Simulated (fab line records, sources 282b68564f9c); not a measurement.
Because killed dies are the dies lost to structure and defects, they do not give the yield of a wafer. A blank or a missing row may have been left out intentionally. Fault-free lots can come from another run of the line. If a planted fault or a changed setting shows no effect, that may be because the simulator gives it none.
Commonality check across tools + flow rit_cmos + Sampled: 14 lots, 42 wafers

== THE REASON FOR OPENING IT ==
At RIT_SPACER_THK_MEAS_04 the reading SPACER_NITRIDE_THK is flagged on 3 of 14 lots. Wafers without a fault read 250.3 nm, standard deviation 2.4.
Rule: a lot is flagged in two cases, either no wafer of it has a number, or all its wafers with numbers fall more than 4 standard deviations from that mean. The rest of the lots are taken to be sound.

| lot  | measured    | on            | SPACER_NITRIDE_THK (nm), wafer by wafer | flag    |
|------|-------------|---------------|-----------------------------------------|---------|
| L487 | day 2 21:37 | film_metro-01 | 248.7 248.8 248.3                       |         |
| L488 | day 3 04:04 | film_metro-03 | 250.2 252.6 251.5                       |         |
| L490 | day 3 14:28 | film_metro-01 | 255.6 256.5 254.7                       |         |
| L493 | day 4 06:00 | film_metro-04 | 286.6 285.0 287.5                       | FLAGGED |
| L494 | day 4 14:02 | film_metro-03 | 281.9 283.3 282.9                       | FLAGGED |
| L495 | day 4 15:58 | film_metro-03 | 286.2 285.3 286.2                       | FLAGGED |
| L497 | day 5 00:32 | film_metro-04 | 249.4 249.0 249.8                       |         |
| L501 | day 5 22:42 | film_metro-01 | 248.2 247.5 249.1                       |         |
| L503 | day 6 11:31 | film_metro-01 | 246.4 247.1 247.5                       |         |
| L505 | day 6 21:08 | film_metro-04 | 249.5 248.9 252.3                       |         |
| L506 | day 6 23:11 | film_metro-03 | 251.8 253.0 252.4                       |         |
| L508 | day 7 09:25 | film_metro-04 | 251.9 252.1 252.1                       |         |
| L509 | day 7 12:48 | film_metro-03 | 245.7 249.4 251.4                       |         |
| L510 | day 7 18:47 | film_metro-03 | 247.0 244.7 248.3                       |         |
The mean of the flagged lots' numbers is 285.0 nm, +34.7 nm from the usual (+14 standard deviations).

== LOT BY LOT: THE TOOL USED ==
3 process steps preceding the reading are held in the record, out of 202 steps in the route. Every cell lists first the tool, next ch and the chambers used by the sampled wafers, and last the start.
| lot  | flag    | RIT_ACTIVE_ETCH_13                | RIT_ACTIVE_STRIP_14                 | RIT_SPACER_CVD_03          |
|------|---------|-----------------------------------|-------------------------------------|----------------------------|
| L487 |         | rie_diel-03 ch 0,2,3, day 1 14:50 | plasma_asher-02 ch 0,1, day 1 14:58 | lpcvd-02 ch 1, day 2 19:43 |
| L488 |         | rie_diel-04 ch 0,1,3, day 1 19:43 | plasma_asher-04 ch 0,1, day 1 19:50 | lpcvd-01 ch 1, day 3 02:08 |
| L490 |         | rie_diel-04 ch 2,3, day 2 05:43   | plasma_asher-02 ch 0,1, day 2 05:50 | lpcvd-01 ch 0, day 3 12:34 |
| L493 | FLAGGED | rie_diel-03 ch 0,2,3, day 2 20:43 | plasma_asher-01 ch 0,1, day 2 20:54 | lpcvd-01 ch 1, day 4 03:06 |
| L494 | FLAGGED | rie_diel-02 ch 1,3, day 3 03:49   | plasma_asher-01 ch 0,1, day 3 03:58 | lpcvd-01 ch 0, day 4 12:07 |
| L495 | FLAGGED | rie_diel-04 ch 1,2,3, day 3 06:50 | plasma_asher-04 ch 0,1, day 3 06:58 | lpcvd-01 ch 0, day 4 14:02 |
| L497 |         | rie_diel-03 ch 2,3, day 3 16:50   | plasma_asher-04 ch 0,1, day 3 16:58 | lpcvd-02 ch 1, day 4 22:37 |
| L501 |         | rie_diel-03 ch 0,1,2, day 4 12:50 | plasma_asher-01 ch 0,1, day 4 12:58 | lpcvd-02 ch 1, day 5 20:46 |
| L503 |         | rie_diel-02 ch 1,2, day 4 22:50   | plasma_asher-02 ch 0,1, day 4 22:58 | lpcvd-02 ch 0, day 6 09:36 |
| L505 |         | rie_diel-04 ch 1,2,3, day 5 11:20 | plasma_asher-02 ch 0,1, day 5 11:28 | lpcvd-02 ch 1, day 6 19:13 |
| L506 |         | rie_diel-02 ch 1,2, day 5 13:52   | plasma_asher-02 ch 0,1, day 5 13:59 | lpcvd-02 ch 0, day 6 21:16 |
| L508 |         | rie_diel-04 ch 0,1,2, day 6 00:21 | plasma_asher-04 ch 0,1, day 6 00:32 | lpcvd-02 ch 0, day 7 06:31 |
| L509 |         | rie_diel-04 ch 0,2,3, day 6 04:58 | plasma_asher-04 ch 0,1, day 6 05:05 | lpcvd-02 ch 1, day 7 09:55 |
| L510 |         | rie_diel-02 ch 1,2, day 6 09:43   | plasma_asher-02 ch 0,1, day 6 09:50 | lpcvd-02 ch 0, day 7 15:54 |
What is done by these steps:
- RIT_ACTIVE_ETCH_13: etches Si3N4 in SF6, stops on SiO2, time 210 s, target depth 210 nm.
- RIT_ACTIVE_STRIP_14: strips in O2, time 180 s.
- RIT_SPACER_CVD_03: deposits Si3N4 from SiH2Cl2/NH3, target thk 250 nm, time 3300 s.
- RIT_SPACER_THK_MEAS_04

== FLAGGED AGAINST TOTAL, ONE TOOL AT A TIME (gauges that did the reading follow at the end) ==
| step                   | tool            | lots run | flagged | share of the flagged lots | sound lots run after its first flagged lot |
|------------------------|-----------------|----------|---------|---------------------------|--------------------------------------------|
| RIT_ACTIVE_ETCH_13     | rie_diel-02     | 4        | 1       | some                      | 3 (L503,L506,L510)                         |
| RIT_ACTIVE_ETCH_13     | rie_diel-03     | 4        | 1       | some                      | 2 (L497,L501)                              |
| RIT_ACTIVE_ETCH_13     | rie_diel-04     | 6        | 1       | some                      | 3 (L505,L508,L509)                         |
| RIT_ACTIVE_STRIP_14    | plasma_asher-01 | 3        | 2       | some                      | 1 (L501)                                   |
| RIT_ACTIVE_STRIP_14    | plasma_asher-02 | 6        | 0       | none                      | -                                          |
| RIT_ACTIVE_STRIP_14    | plasma_asher-04 | 5        | 1       | some                      | 3 (L497,L508,L509)                         |
| RIT_SPACER_CVD_03      | lpcvd-01        | 5        | 3       | all                       | 0                                          |
| RIT_SPACER_CVD_03      | lpcvd-02        | 9        | 0       | none                      | -                                          |
| RIT_SPACER_THK_MEAS_04 | film_metro-01   | 4        | 0       | none                      | -                                          |
| RIT_SPACER_THK_MEAS_04 | film_metro-03   | 6        | 2       | some                      | 3 (L506,L509,L510)                         |
| RIT_SPACER_THK_MEAS_04 | film_metro-04   | 4        | 1       | some                      | 3 (L497,L505,L508)                         |

== WHAT THE TABLE PERMITS ==
All flagged lots share 1 row of the table, namely lpcvd-01 at RIT_SPACER_CVD_03.
- lpcvd-01 at RIT_SPACER_CVD_03: 3 of its 5 lots flagged. It ran its last sound lot, L490, at day 3 12:34 and its first flagged lot, L493, at day 4 03:06: a fault with its onset between the two fits. Its own readings (nh3_flow_sccm) fall more than 4 standard deviations out on all wafers of the flagged lots.
One tool is left: lpcvd-01 at RIT_SPACER_CVD_03.

== WHAT HAD BEEN PUT IN BY THE SIMULATOR ==
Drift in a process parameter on lpcvd-01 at RIT_SPACER_CVD_03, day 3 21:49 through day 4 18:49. Setting nh3_flow_sccm shifted by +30 from 150. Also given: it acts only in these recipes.
Struck lots among those shown: L493, L494, L495. The rule above reached the same finding.
